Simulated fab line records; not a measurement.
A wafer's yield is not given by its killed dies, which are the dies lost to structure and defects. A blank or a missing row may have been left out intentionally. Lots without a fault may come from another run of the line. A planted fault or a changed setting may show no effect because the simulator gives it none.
fab line records	flow berkeley-cmos170
record: lots: 6	wafers: 18	last-day: 13
route steps=331 shown PLDD@154 NLDD@158 SPACER@171 PSD@175 NSD@187 M3@331
lots that met no fault: taken from a fault-free run of the same line
start-h: hours from the record's first day to the start of the lot's first wafer shown	wait-h: hours elapsed since this lot's preceding step	" as in the row above	L1.1+2: a row that stands for several wafers	- either no value or no given start	* or withheld: withheld	< > ~ a bound
route shown NAME@n: NAME is a module with steps in the file, n the number in the route of the first one	usual: mean/standard deviation of fault-free wafers	same: alike in all rows	chamber/n: place in a boat	sites: the reading at each site	_std_site: their standard deviation	_edge_site: outer sites' mean less inner sites'	radius-mm: how far each site lies from the wafer's centre	mask NAME#n: copy n	behind: the most recent tool/chamber to have shaped the wafer	hold: the reason the lot was held/the length of the hold in hours/how it ended	device: which transistor (n, p or np) failed to switch	end of line: the same wafers' tests at the end of the route	a step with no rows: only its recipe	killed: at the first sort, the dies lost to defects and structure; wafer yield is something else	map: the dies of a wafer, with x for killed, . for not killed, _ for no die there
set.NAME: the run value of the setting; set.NAME@STEP: its run value at that earlier step	model.NAME: the simulator's own value behind a step, which no gauge read
lots seen at some steps along the route; tables by step, rows by wafer
services: the hour from which a tool's chamber was out of use, counted from the record's first day as start-h (under 0 if before that day), plus the number of hours and why
== steps ==
step: UCB170_PLDD_IMPLANT_09
recipe: species: BF2	dose-cm2: 5e+13	energy-kev: 10	tilt-deg: 7	rotation-deg: 180
step: UCB170_PLDD_STRIP_10
recipe: chemistry: O2	power-w: 400	pressure-mtorr: 3500	platen-temp-c: withheld	o2-flow-sccm: 400	overash-fraction: 0.5
usual: drypump-motor-current-A: 5.61/0.24	o2-flow-sccm: 399.8/1	oes-product-au: 0.735/0.0042	strip-time-to-endpoint-s: 21.63/0.063
lot.wafer	tool	chamber	start-h	wait-h	drypump-motor-current-A	o2-flow-sccm	oes-product-au	rf-hours-counter-h	strip-time-to-endpoint-s
L565.2	plasma-asher-02	1	175.85	0.1	5.23	401.2	0.732	36	21.76
L565.3	"	1	"	"	5.24	400.6	0.736	-	21.71
L565.6	"	1	"	"	5.23	398.7	0.736	-	21.74
L568.2	plasma-asher-02	1	199.96	0.1	5.25	399.5	0.741	39	21.58
L568.5	"	1	"	"	5.26	400.5	0.729	-	21.60
L568.6	"	0	"	"	5.60	400.9	0.733	-	21.59
L574.1	plasma-asher-03	1	231.35	0.1	5.80	399.2	0.742	12	21.60
L574.3	"	0	"	"	5.68	399.6	0.740	-	21.58
L574.6	"	1	"	"	5.80	400.5	0.738	-	21.64
L576.1	plasma-asher-03	1	239.76	0.1	5.81	400.5	0.727	13	21.58
L576.2	"	0	"	"	5.71	399.8	0.733	13	21.53
L576.5	"	1	"	"	5.82	397.7	0.734	-	21.54
L577.2	plasma-asher-02	0	239.77	0.1	5.60	398.8	0.729	44	21.58
L577.3	"	1	"	"	5.25	399.8	0.732	-	21.53
L577.4	"	0	"	"	5.59	398.8	0.729	-	21.58
L582.1	plasma-asher-03	0	273.99	0.1	5.68	400.5	0.738	17	21.62
L582.2	"	1	"	"	5.84	400.8	0.736	17	21.53
L582.3	"	0	"	"	5.70	399.9	0.729	-	21.63
step: UCB170_PLDD_TW_MEAS_11
usual: PLDD_TW: 1018/7.4
lot.wafer	tool	chamber	start-h	wait-h	PLDD_TW
L565.2	film-metro-03	-	175.96	0.1	1014
L565.3	"	-	"	"	1020
L565.6	"	-	"	"	1016
L568.2	film-metro-01	-	200.07	0.1	1011
L568.5	"	-	"	"	1014
L568.6	"	-	"	"	1011
L574.1	film-metro-03	-	231.45	0.1	1018
L574.3	"	-	"	"	1010
L574.6	"	-	"	"	1013
L576.1	film-metro-03	-	239.86	0.1	1019
L576.2	"	-	"	"	1011
L576.5	"	-	"	"	1015
L577.2	film-metro-02	-	239.89	0.1	1027
L577.3	"	-	"	"	1027
L577.4	"	-	"	"	1030
L582.1	film-metro-01	-	274.09	0.1	1010
L582.2	"	-	"	"	1013
L582.3	"	-	"	"	1018
step: UCB170_PLDD_CLEAN_12
recipe: chemistry: SPM	temp-c: 120	time-s: 600
step: UCB170_NLDD_HMDS_00
recipe: prime-time-s: 60	prime-temp-c: 100
step: UCB170_NLDD_COAT_01
recipe: resist: KrF	spin-rpm: 1500	resist-thk-nm: 900
step: UCB170_NLDD_SOFTBAKE_02
recipe: resist: KrF	temp-c: 130	time-s: 60
step: UCB170_NLDD_EXPOSE_03
recipe: mask-id: NSELECT	na: 0.5	sigma-outer: 0.6	source-shape: conventional	target-cd-nm: 1200	dose-mj: 30
step: UCB170_NLDD_PEB_04
recipe: peb-temp-c: 130	peb-time-s: withheld	resist: KrF
step: UCB170_NLDD_DEVELOP_05
recipe: developer: TMAH	develop-time-s: 45	resist: KrF	dev-temp-c: 21
step: UCB170_NLDD_CD_MEAS_06
recipe: target-cd-nm: 1200
usual: cd-nm: 1200.2/2
lot.wafer	tool	chamber	start-h	wait-h	cd-nm
L565.2	cd-sem-01	-	178.56	-	1200.4
L565.3	"	-	"	"	1200.4
L565.6	"	-	"	"	1200.1
L568.2	cd-sem-01	-	201.61	-	1200.2
L568.5	"	-	"	"	1200.8
L568.6	"	-	"	"	1201.2
L574.1	cd-sem-02	-	232.53	-	1202.7
L574.3	"	-	"	"	1202.4
L574.6	"	-	"	"	1202.3
L576.1	cd-sem-01	-	241.27	-	1198.9
L576.2	"	-	"	"	1199.5
L576.5	"	-	"	"	1199.6
L577.2	cd-sem-02	-	241.74	-	1200.7
L577.3	"	-	"	"	1201.1
L577.4	"	-	"	"	1201.6
L582.1	cd-sem-02	-	275.84	-	1197.3
L582.2	"	-	"	"	1199.0
L582.3	"	-	"	"	1200.1
step: UCB170_NLDD_OVL_MEAS_07
usual: NLDD_OVL: 6/5.7
lot.wafer	tool	chamber	start-h	wait-h	NLDD_OVL[nm]
L565.2	overlay-01	-	178.66	0.1	12
L565.3	"	-	"	"	8
L565.6	"	-	"	"	11
L568.2	overlay-02	-	201.72	0.1	5
L568.5	"	-	"	"	-5
L568.6	"	-	"	"	1
L574.1	overlay-01	-	232.65	0.1	8
L574.3	"	-	"	"	6
L574.6	"	-	"	"	-4
L576.1	overlay-02	-	241.39	0.1	13
L576.2	"	-	"	"	14
L576.5	"	-	"	"	5
L577.2	overlay-01	-	241.85	0.1	7
L577.3	"	-	"	"	6
L577.4	"	-	"	"	6
L582.1	overlay-01	-	275.96	0.1	3
L582.2	"	-	"	"	-2
L582.3	"	-	"	"	8
step: UCB170_NLDD_IMPLANT_08
recipe: species: As	dose-cm2: 5e+13	energy-kev: 30.45	tilt-deg: 7	rotation-deg: 0
usual: dose-ions-cm2: 5e+13/5.6e+10	faraday-current-uA: 158.8/2.9
lot.wafer	tool	chamber	start-h	wait-h	dose-ions-cm2	faraday-current-uA
L565.2	implanter-03	0	178.72	0.0	5.003e+13	159.1
L565.3	"	0	"	"	5.007e+13	161.4
L565.6	"	0	"	"	5.005e+13	159.7
L568.2	implanter-03	0	201.78	0.0	4.991e+13	157.5
L568.5	"	0	"	"	4.999e+13	157.3
L568.6	"	0	"	"	5.002e+13	161.4
L574.1	implanter-03	0	232.68	0.0	2.768e+13	88.1
L574.3	"	0	"	"	2.771e+13	88.8
L574.6	"	0	"	"	2.774e+13	88.8
L576.1	implanter-01	0	241.43	0.0	5.001e+13	157.6
L576.2	"	0	"	"	4.998e+13	162.2
L576.5	"	0	"	"	5e+13	156.5
L577.2	implanter-03	0	241.90	0.0	2.762e+13	86.2
L577.3	"	0	"	"	2.777e+13	89.0
L577.4	"	0	"	"	2.77e+13	87.3
L582.1	implanter-02	0	276.00	0.0	4.997e+13	161.3
L582.2	"	0	"	"	4.993e+13	159.5
L582.3	"	0	"	"	4.999e+13	160.4
step: UCB170_NLDD_IMPLANT_09
recipe: species: As	dose-cm2: 5e+13	energy-kev: 30	tilt-deg: 7	rotation-deg: 180
step: UCB170_NLDD_STRIP_10
recipe: chemistry: O2	power-w: 400	pressure-mtorr: 3500	platen-temp-c: withheld	o2-flow-sccm: 400	overash-fraction: 0.5
usual: drypump-motor-current-A: 5.58/0.28	o2-flow-sccm: 400.0/1.3	oes-product-au: 0.734/0.0047	strip-time-to-endpoint-s: 21.64/0.095
lot.wafer	tool	chamber	start-h	wait-h	drypump-motor-current-A	o2-flow-sccm	oes-product-au	rf-hours-counter-h	strip-time-to-endpoint-s
L565.2	plasma-asher-04	1	178.99	0.1	5.85	400.9	0.735	47	21.61
L565.3	"	0	"	"	5.20	398.8	0.737	-	21.66
L565.6	"	1	"	"	5.84	402.5	0.732	-	21.67
L568.2	plasma-asher-02	1	202.05	0.1	5.24	401.4	0.733	39	21.62
L568.5	"	1	"	"	5.23	400.4	0.735	-	21.65
L568.6	"	0	"	"	5.59	401.2	0.726	-	21.68
L574.1	plasma-asher-01	0	232.98	0.1	5.93	399.5	0.742	53	21.60
L574.3	"	1	"	"	5.90	400.7	0.733	-	21.62
L574.6	"	1	"	"	5.91	400.0	0.734	-	21.64
L576.1	plasma-asher-01	0	241.73	0.1	5.90	401.8	0.730	54	21.42
L576.2	"	1	"	"	5.92	398.3	0.728	54	21.41
L576.5	"	1	"	"	5.92	400.8	0.736	-	21.50
L577.2	plasma-asher-02	1	242.18	0.1	5.26	396.8	0.730	44	21.60
L577.3	"	0	"	"	5.57	402.3	0.734	-	21.65
L577.4	"	1	"	"	5.25	398.3	0.730	-	21.64
L582.1	plasma-asher-02	0	276.30	0.1	5.59	398.5	0.740	47	21.64
L582.2	"	1	"	"	5.23	398.5	0.739	47	21.63
L582.3	"	1	"	"	5.28	399.4	0.734	-	21.67
step: UCB170_NLDD_TW_MEAS_11
usual: NLDD_TW: 2237/14
lot.wafer	tool	chamber	start-h	wait-h	NLDD_TW
L565.2	film-metro-02	-	179.10	0.1	2257
L565.3	"	-	"	"	2258
L565.6	"	-	"	"	2268
L568.2	film-metro-03	-	202.16	0.1	2211
L568.5	"	-	"	"	2212
L568.6	"	-	"	"	2228
L574.1	film-metro-01	-	233.08	0.1	2077
L574.3	"	-	"	"	2079
L574.6	"	-	"	"	2092
L576.1	film-metro-01	-	241.83	0.1	2227
L576.2	"	-	"	"	2241
L576.5	"	-	"	"	2238
L577.2	film-metro-03	-	242.29	0.1	2089
L577.3	"	-	"	"	2092
L577.4	"	-	"	"	2070
L582.1	film-metro-01	-	276.40	0.1	2234
L582.2	"	-	"	"	2230
L582.3	"	-	"	"	2225
step: UCB170_NLDD_CLEAN_12
recipe: chemistry: SPM	temp-c: 120	time-s: 600
step: UCB170_SPACER_CVD_00
recipe: material: SiO2	target-thk-nm: 376	temp-c: 390	precursor: TEOS/O2	time-s: 47	rf-w: 550	pressure-mtorr: 9000
usual: heater-power-w: 258/68	susceptor-temp-C: 389.98/0.26
lot.wafer	tool	chamber	start-h	wait-h	heater-power-w	susceptor-temp-C
L565.2	pecvd-02	1	179.33	0.0	276	389.99
L565.3	"	2	"	"	257	389.70
L565.6	"	0	"	"	311	390.36
L568.2	pecvd-04	0	202.39	0.0	347	390.04
L568.5	"	1	"	"	303	389.72
L568.6	"	2	"	"	228	390.00
L574.1	pecvd-02	2	233.32	0.0	219	389.58
L574.3	"	1	"	"	294	389.56
L574.6	"	2	"	"	235	389.71
L576.1	pecvd-01	0	242.07	0.0	222	389.63
L576.2	"	1	"	"	117	389.83
L576.5	"	2	"	"	225	390.18
L577.2	pecvd-02	0	242.51	0.0	328	390.06
L577.3	"	2	"	"	256	390.06
L577.4	"	1	"	"	233	390.23
L582.1	pecvd-01	2	276.65	0.0	213	390.41
L582.2	"	0	"	"	255	390.20
L582.3	"	1	"	"	120	389.47
step: UCB170_SPACER_THK_MEAS_01
recipe: reads: SiO2_of_SPACER_CVD_00
usual: SPACER_TEOS_THK: 377/4.5
lot.wafer	tool	chamber	start-h	wait-h	SPACER_TEOS_THK[nm]
L565.2	film-metro-01	-	179.38	0.0	380
L565.3	"	-	"	"	373
L565.6	"	-	"	"	385
L568.2	film-metro-04	-	202.44	0.0	382
L568.5	"	-	"	"	386
L568.6	"	-	"	"	384
L574.1	film-metro-04	-	233.36	0.0	377
L574.3	"	-	"	"	378
L574.6	"	-	"	"	376
L576.1	film-metro-04	-	242.11	0.0	373
L576.2	"	-	"	"	372
L576.5	"	-	"	"	377
L577.2	film-metro-04	-	242.56	0.0	376
L577.3	"	-	"	"	378
L577.4	"	-	"	"	382
L582.1	film-metro-04	-	276.69	0.0	377
L582.2	"	-	"	"	373
L582.3	"	-	"	"	375
step: UCB170_SPACER_ANNEAL_02
recipe: temp-c: 900	time-s: 1800	ambient: N2
step: UCB170_SPACER_ETCHBACK_03
recipe: stop-on: Si	target: SiO2	chemistry: CHF3/CF4/Ar	CHF3_flow_sccm: 50	cf4-flow-sccm: 10	Ar_flow_sccm: 120	pressure-mtorr: 200	rf-w: 500	target-depth-a: 3760	time-s: 100
usual: drypump-motor-current-A: 5.80/0.29	oes-product-au: 0.908/0.018	throttle-valve-pct: 6.52/0.12
lot.wafer	tool	chamber	start-h	wait-h	drypump-motor-current-A	oes-product-au	rf-hours-counter-h	throttle-valve-pct
L565.2	rie-diel-02	1	183.90	0.0	5.48	0.929	83	6.58
L565.3	"	0	"	"	6.03	0.916	2	6.75
L565.6	"	1	"	"	5.45	0.950	-	6.57
L568.2	rie-diel-04	0	207.67	0.0	5.65	0.908	12	6.44
L568.5	"	0	"	"	5.69	0.910	-	6.43
L568.6	"	1	"	"	5.96	0.908	-	6.44
L574.1	rie-diel-03	3	240.36	0.0	5.36	0.899	18	6.44
L574.3	"	0	"	"	5.74	0.903	56	6.44
L574.6	"	2	"	"	5.64	0.877	-	6.54
L576.1	rie-diel-04	0	248.68	0.0	5.64	0.891	13	6.44
L576.2	"	2	"	"	6.39	0.900	34	6.46
L576.5	"	0	"	"	5.65	0.905	-	6.44
L577.2	rie-diel-03	2	248.68	0.0	5.68	0.875	138	6.52
L577.3	"	1	"	"	5.74	0.937	112	6.55
L577.4	"	3	"	"	5.34	0.907	18	6.44
L582.1	rie-diel-04	2	282.52	0.0	6.39	0.897	35	6.46
L582.2	"	3	"	"	5.58	0.908	17	6.75
L582.3	"	0	"	"	5.65	0.890	14	6.43
step: UCB170_PSD_HMDS_00
recipe: prime-time-s: 60	prime-temp-c: 100
step: UCB170_PSD_COAT_01
recipe: resist: KrF	spin-rpm: 1500	resist-thk-nm: 900
step: UCB170_PSD_SOFTBAKE_02
recipe: resist: KrF	temp-c: 130	time-s: 60
step: UCB170_PSD_EXPOSE_03
recipe: mask-id: PSELECT_MOD	na: 0.5	sigma-outer: 0.6	source-shape: conventional	target-cd-nm: 1200	dose-mj: 30
step: UCB170_PSD_PEB_04
recipe: peb-temp-c: 130	peb-time-s: withheld	resist: KrF
step: UCB170_PSD_DEVELOP_05
recipe: developer: TMAH	develop-time-s: 45	resist: KrF	dev-temp-c: 21
step: UCB170_PSD_CD_MEAS_06
recipe: target-cd-nm: 1200
usual: cd-nm: 1200.1/1.4
lot.wafer	tool	chamber	start-h	wait-h	cd-nm
L565.2	cd-sem-02	-	185.44	-	1198.7
L565.3	"	-	"	"	1198.5
L565.6	"	-	"	"	1198.1
L568.2	cd-sem-02	-	208.88	-	1200.3
L568.5	"	-	"	"	1202.0
L568.6	"	-	"	"	1201.2
L574.1	cd-sem-01	-	241.76	-	1199.2
L574.3	"	-	"	"	1199.9
L574.6	"	-	"	"	1199.6
L576.1	cd-sem-02	-	249.71	-	1200.1
L576.2	"	-	"	"	1200.0
L576.5	"	-	"	"	1198.9
L577.2	cd-sem-02	-	250.09	-	1199.6
L577.3	"	-	"	"	1199.1
L577.4	"	-	"	"	1198.7
L582.1	cd-sem-01	-	283.69	-	1198.8
L582.2	"	-	"	"	1198.8
L582.3	"	-	"	"	1198.5
step: UCB170_PSD_OVL_MEAS_07
usual: PSD_OVL: 0/5.3
lot.wafer	tool	chamber	start-h	wait-h	PSD_OVL[nm]
L565.2	overlay-02	-	185.55	0.1	4
L565.3	"	-	"	"	-6
L565.6	"	-	"	"	2
L568.2	overlay-01	-	208.99	0.1	-8
L568.5	"	-	"	"	-4
L568.6	"	-	"	"	-5
L574.1	overlay-02	-	241.88	0.1	-2
L574.3	"	-	"	"	3
L574.6	"	-	"	"	-1
L576.1	overlay-02	-	249.83	0.1	1
L576.2	"	-	"	"	7
L576.5	"	-	"	"	0
L577.2	overlay-02	-	250.20	0.1	2
L577.3	"	-	"	"	4
L577.4	"	-	"	"	8
L582.1	overlay-02	-	283.81	0.1	3
L582.2	"	-	"	"	3
L582.3	"	-	"	"	-5
step: UCB170_PSD_IMPLANT_08
recipe: species: B	dose-cm2: 3e+15	energy-kev: 20	tilt-deg: 7
step: UCB170_PSD_STRIP_09
recipe: chemistry: O2	power-w: 400	pressure-mtorr: 3500	platen-temp-c: withheld	o2-flow-sccm: 400	overash-fraction: 0.5
usual: drypump-motor-current-A: 5.76/0.18	o2-flow-sccm: 399.9/1.3	oes-product-au: 0.601/0.0045	strip-time-to-endpoint-s: 29.42/0.065
lot.wafer	tool	chamber	start-h	wait-h	drypump-motor-current-A	o2-flow-sccm	oes-product-au	rf-hours-counter-h	strip-time-to-endpoint-s
L565.2	plasma-asher-03	1	185.73	0.1	5.79	401.6	0.597	7	29.37
L565.3	"	0	"	"	5.70	399.3	0.597	-	29.38
L565.6	"	1	"	"	5.80	400.3	0.592	-	29.44
L568.2	plasma-asher-04	1	209.17	0.1	5.85	398.5	0.603	51	29.45
L568.5	"	1	"	"	5.85	399.2	0.594	-	29.43
L568.6	"	0	"	"	5.22	399.4	0.612	-	29.45
L574.1	plasma-asher-03	1	242.07	0.1	5.80	402.3	0.602	13	29.38
L574.3	"	1	"	"	5.80	402.1	0.605	-	29.36
L574.6	"	1	"	"	5.78	401.0	0.600	-	29.28
L576.1	plasma-asher-01	0	250.02	0.1	5.91	399.8	0.603	55	29.39
L576.2	"	1	"	"	5.91	402.8	0.598	55	29.39
L576.5	"	0	"	"	5.88	401.2	0.598	-	29.41
L577.2	plasma-asher-01	0	250.38	0.1	5.91	398.2	0.608	55	29.40
L577.3	"	0	"	"	5.88	399.7	0.599	-	29.49
L577.4	"	1	"	"	5.94	398.8	0.591	-	29.39
L582.1	plasma-asher-01	1	284.00	0.1	5.91	398.1	0.601	58	29.36
L582.2	"	0	"	"	5.89	399.7	0.601	58	29.39
L582.3	"	0	"	"	5.90	398.8	0.598	-	29.44
step: UCB170_PSD_TW_MEAS_10
usual: PSD_TW: 2345/15
lot.wafer	tool	chamber	start-h	wait-h	PSD_TW
L565.2	film-metro-03	-	185.84	0.1	2332
L565.3	"	-	"	"	2327
L565.6	"	-	"	"	2338
L568.2	film-metro-02	-	209.28	0.1	2351
L568.5	"	-	"	"	2362
L568.6	"	-	"	"	2369
L574.1	film-metro-02	-	242.17	0.1	2367
L574.3	"	-	"	"	2366
L574.6	"	-	"	"	2363
L576.1	film-metro-02	-	250.12	0.1	2371
L576.2	"	-	"	"	2368
L576.5	"	-	"	"	2347
L577.2	film-metro-03	-	250.49	0.1	2333
L577.3	"	-	"	"	2332
L577.4	"	-	"	"	2335
L582.1	film-metro-01	-	284.10	0.1	2334
L582.2	"	-	"	"	2339
L582.3	"	-	"	"	2332
step: UCB170_PSD_CLEAN_11
recipe: chemistry: SPM	temp-c: 120	time-s: 600
step: UCB170_NSD_HMDS_00
recipe: prime-time-s: 60	prime-temp-c: 100
step: UCB170_NSD_COAT_01
recipe: resist: KrF	spin-rpm: 1500	resist-thk-nm: 907.9
step: UCB170_NSD_SOFTBAKE_02
recipe: resist: KrF	temp-c: 130	time-s: 60
step: UCB170_NSD_EXPOSE_03
recipe: mask-id: NSELECT_MOD	na: 0.5	sigma-outer: 0.6	source-shape: conventional	target-cd-nm: 1200	dose-mj: 30
step: UCB170_NSD_PEB_04
recipe: peb-temp-c: 130	peb-time-s: withheld	resist: KrF
step: UCB170_NSD_DEVELOP_05
recipe: developer: TMAH	develop-time-s: 45	resist: KrF	dev-temp-c: 21
step: UCB170_NSD_CD_MEAS_06
recipe: target-cd-nm: 1200
usual: cd-nm: 1199.8/1.4
lot.wafer	tool	chamber	start-h	wait-h	cd-nm
L565.2	cd-sem-02	-	187.21	-	1199.2
L565.3	"	-	"	"	1198.9
L565.6	"	-	"	"	1198.7
L568.2	cd-sem-02	-	210.49	-	1200.8
L568.5	"	-	"	"	1200.1
L568.6	"	-	"	"	1200.9
L574.1	cd-sem-01	-	243.37	-	1196.6
L574.3	"	-	"	"	1198.3
L574.6	"	-	"	"	1198.1
L576.1	cd-sem-01	-	253.20	-	1198.3
L576.2	"	-	"	"	1197.9
L576.5	"	-	"	"	1198.1
L577.2	cd-sem-01	-	253.70	-	1201.1
L577.3	"	-	"	"	1199.4
L577.4	"	-	"	"	1200.1
L582.1	cd-sem-01	-	286.62	-	1198.5
L582.2	"	-	"	"	1199.3
L582.3	"	-	"	"	1200.6
step: UCB170_NSD_OVL_MEAS_07
usual: NSD_OVL: 0/6.1
lot.wafer	tool	chamber	start-h	wait-h	NSD_OVL[nm]
L565.2	overlay-02	-	187.32	0.1	-5
L565.3	"	-	"	"	-2
L565.6	"	-	"	"	0
L568.2	overlay-01	-	210.60	0.1	5
L568.5	"	-	"	"	1
L568.6	"	-	"	"	1
L574.1	overlay-02	-	243.49	0.1	14
L574.3	"	-	"	"	8
L574.6	"	-	"	"	14
L576.1	overlay-01	-	253.32	0.1	2
L576.2	"	-	"	"	7
L576.5	"	-	"	"	5
L577.2	overlay-01	-	253.80	0.1	-4
L577.3	"	-	"	"	-6
L577.4	"	-	"	"	-9
L582.1	overlay-01	-	286.74	0.1	-4
L582.2	"	-	"	"	0
L582.3	"	-	"	"	-1
step: UCB170_NSD_IMPLANT_08
recipe: species: P	dose-cm2: 3e+15	energy-kev: 40	tilt-deg: 7
step: UCB170_SDANNEAL_RS_MEAS_05
recipe: thk-meas-gauge: four-point-probe
usual: NLDD_RS: 614.7/1.6
lot.wafer	tool	chamber	start-h	wait-h	NLDD_RS[ohm/sq]
L565.2	film-metro-02	-	189.27	0.1	614.0
L565.3	"	-	"	"	616.0
L565.6	"	-	"	"	614.8
L568.2	film-metro-01	-	212.41	0.1	616.5
L568.5	"	-	"	"	614.7
L568.6	"	-	"	"	614.1
L574.1	film-metro-02	-	245.22	0.1	729.9
L574.3	"	-	"	"	728.7
L574.6	"	-	"	"	729.5
L576.1	film-metro-02	-	255.39	0.1	615.2
L576.2	"	-	"	"	614.4
L576.5	"	-	"	"	615.4
L577.2	film-metro-03	-	256.46	0.1	727.7
L577.3	"	-	"	"	728.9
L577.4	"	-	"	"	728.7
L582.1	film-metro-02	-	288.47	0.1	613.0
L582.2	"	-	"	"	614.2
L582.3	"	-	"	"	612.4
step: UCB170_M3_PROBE_99
lot.wafer	tool	chamber	start-h	wait-h	model.etest.nldd.line-ohm-um	model.etest.nldd.rs-ohm-sq	model.etest.nmos_0p35.r-on-ohm-um	model.etest.nmos_0p6.r-on-ohm-um	model.etest.nmos-turned.overlap-ff-um	model.etest.nmos_0p35.overlap-ff-um
L565.2	prober-01	-	210.18	0.1	1229	757.2	1463	2285	0.2862	0.2711
L565.3	prober-01	-	210.23	0.2	1199	760.8	1418	2246	0.2887	0.2708
L565.6	prober-01	-	210.38	0.2	1219	764.2	1454	2264	0.2824	0.2666
L568.2	prober-01	-	234.08	0.1	1241	766.2	1459	2296	0.2814	0.2645
L568.5	prober-01	-	234.23	0.2	1230	767.7	1486	2317	0.2768	0.2638
L568.6	prober-01	-	234.28	0.2	1249	767	1473	2312	0.2801	0.2629
L574.1	prober-02	-	266.43	0.1	1610	953.7	1524	2349	0.2759	0.2708
L574.6	prober-02	-	266.68	0.2	1611	955.7	1542	2370	0.2732	0.2667
L576.1	prober-01	-	274.39	0.1	1288	773.7	1433	2234	0.2835	0.2694
L576.2	prober-01	-	274.44	0.1	1242	776.8	1442	2246	0.2824	0.2683
L576.5	prober-01	-	274.59	0.2	1228	772.1	1443	2270	0.2843	0.267
L577.2	prober-01	-	279.92	0.1	1534	947	1544	2356	0.2765	0.2697
L577.3	prober-01	-	279.97	0.2	1494	940.2	1527	2362	0.2792	0.2716
L577.4	prober-01	-	280.02	0.2	1490	941.2	1530	2359	0.2756	0.2697
L582.1	prober-02	-	309.18	0.1	1235	773.1	1449	2247	0.2844	0.2676
L582.2	prober-02	-	309.23	0.1	1263	774.7	1480	2310	0.2767	0.2641
L582.3	prober-02	-	309.28	0.2	1246	769.9	1436	2262	0.2802	0.2629
killed by level:class
L565.2 CONTACT:geometric-particle:open=2 SILICIDE:geometric-particle:short=1 M2:geometric-particle:short=1
L565.3 WELLDRIVE:geometric-particle:open=1 SILICIDE:geometric-particle:short=1 CONTACT:geometric-particle:open=1 M2:geometric-particle:short=1
L565.6 GATE:geometric-particle:short=1 GATE:geometric-particle:open=1 SPACER:geometric-particle:open=1
L568.2 GATE:geometric-particle:open=1 M3:geometric-particle:short=1
L568.5 M1:geometric-particle:short=1 V2:geometric-particle:open=1
L568.6 SACOX:geometric-particle:short=1 SPACER:geometric-particle:open=1 SPACER:geometric-particle:short=1 CONTACT:geometric-particle:short=1
L576.1 SILICIDE:geometric-particle:short=2 SILICIDE:geometric-particle:open=1 M2:geometric-particle:open=1
L576.2 WELLDRIVE:geometric-particle:open=1 GATE:geometric-particle:short=1 SILICIDE:geometric-particle:short=1 SILICIDE:geometric-particle:open=1 V1:geometric-particle:short=1
L576.5 SILICIDE:geometric-particle:short=1 M1:geometric-particle:open=1 V1:geometric-particle:open=1
L577.2 M2:geometric-particle:open=1
L577.3 SPACER:geometric-particle:open=2 SCREENOX:geometric-particle:short=1 GATE:geometric-particle:open=1 GATE:geometric-particle:short=1
L577.4 START:geometric-particle:short=1 SPACER:geometric-particle:short=1 CONTACT:geometric-particle:short=1 V1:geometric-particle:short=1 M3:geometric-particle:open=1
L582.1 FIELD:geometric-particle:open=1 SACOX:geometric-particle:short=1 GATE:geometric-particle:open=1 SPACER:geometric-particle:short=1 M2:geometric-particle:short=1
L582.2 GATE:geometric-particle:open=1 SILICIDE:geometric-particle:short=1 M2:geometric-particle:short=1
L582.3 FIELD:geometric-particle:open=2 V2:geometric-particle:open=1
== services ==
tool	chamber	start-h	hours	kind
plasma-asher-01	-	158.69	1.4	repair
rie-diel-02	3	169.34	1.6	repair
pecvd-04	-	170.63	6.0	pm
rie-diel-03	-	176.46	0.5	repair
pecvd-01	1	195.32	25.0	repair
pecvd-01	0	202.04	17.7	repair
plasma-asher-02	-	203.56	1.6	repair
pecvd-01	-	204.51	1.9	repair
rie-diel-04	2	206.53	3.4	repair
plasma-asher-03	-	208.77	6.9	repair
rie-diel-04	0	210.94	25.6	repair
plasma-asher-01	-	218.85	1.7	repair
plasma-asher-04	-	224.19	13.4	repair
implanter-01	-	232.58	7.9	repair
pecvd-04	-	242.50	14.0	pm
plasma-asher-02	-	246.95	1.9	repair
plasma-asher-04	-	248.66	2.8	pm
pecvd-02	-	262.75	2.1	repair
implanter-03	-	266.41	1.8	repair
rie-diel-03	2	267.37	12.4	repair
pecvd-04	1	272.82	6.5	repair
rie-diel-03	2	279.75	-	clean
rie-diel-04	1	280.39	5.5	repair
implanter-02	-	281.79	2.7	repair
== key ==
first-sign: step: UCB170_NLDD_IMPLANT_08	reading: dose-ions-cm2	direction: down	sigmas: 99+	usual: 5e+13	struck: 2.77e+13
effect: step: UCB170_NLDD_IMPLANT_08	reading: faraday-current-uA	direction: down	sigmas: 24	usual: 158.8	struck: 88.0
effect: step: UCB170_NLDD_TW_MEAS_11	reading: NLDD_TW	direction: down	sigmas: 11	usual: 2237	struck: 2083
effect: step: UCB170_SDANNEAL_RS_MEAS_05	reading: NLDD_RS	direction: up	sigmas: 71	usual: 614.7	struck: 728.9
model-effect: step: UCB170_M3_PROBE_99	value: etest.nldd.line-ohm-um	without: 1254	struck: 1548
met-at UCB170_NLDD_IMPLANT_08
struck-wafers L574.1,L574.3,L574.6,L577.2,L577.3,L577.4
sort-left-out L574.1,L574.3,L574.6
tester-left-out L574,L577
onset-between 201.78 232.68
fault: kind: process-parameter-drift	tool: implanter-03	chamber: -	onset-h: 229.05	steps: UCB170_NLDD_IMPLANT_08	channel: dose-cm2	offset: -2.2328e+13	shape: step	end-h: 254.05	acts-in: these-recipes-only	stated: 5e+13
tester-left-out: of these lots the tester's yield and bins aren't shown, on N5 and GAA mostly nor the transistor test; their killed dies are dies lost to structure and defects alone, not to doping, threshold or leakage, so they don't give the yield
sort-left-out: the simulated sort isn't trusted on such a fault, so these wafers' sort isn't shown, and their yield isn't known
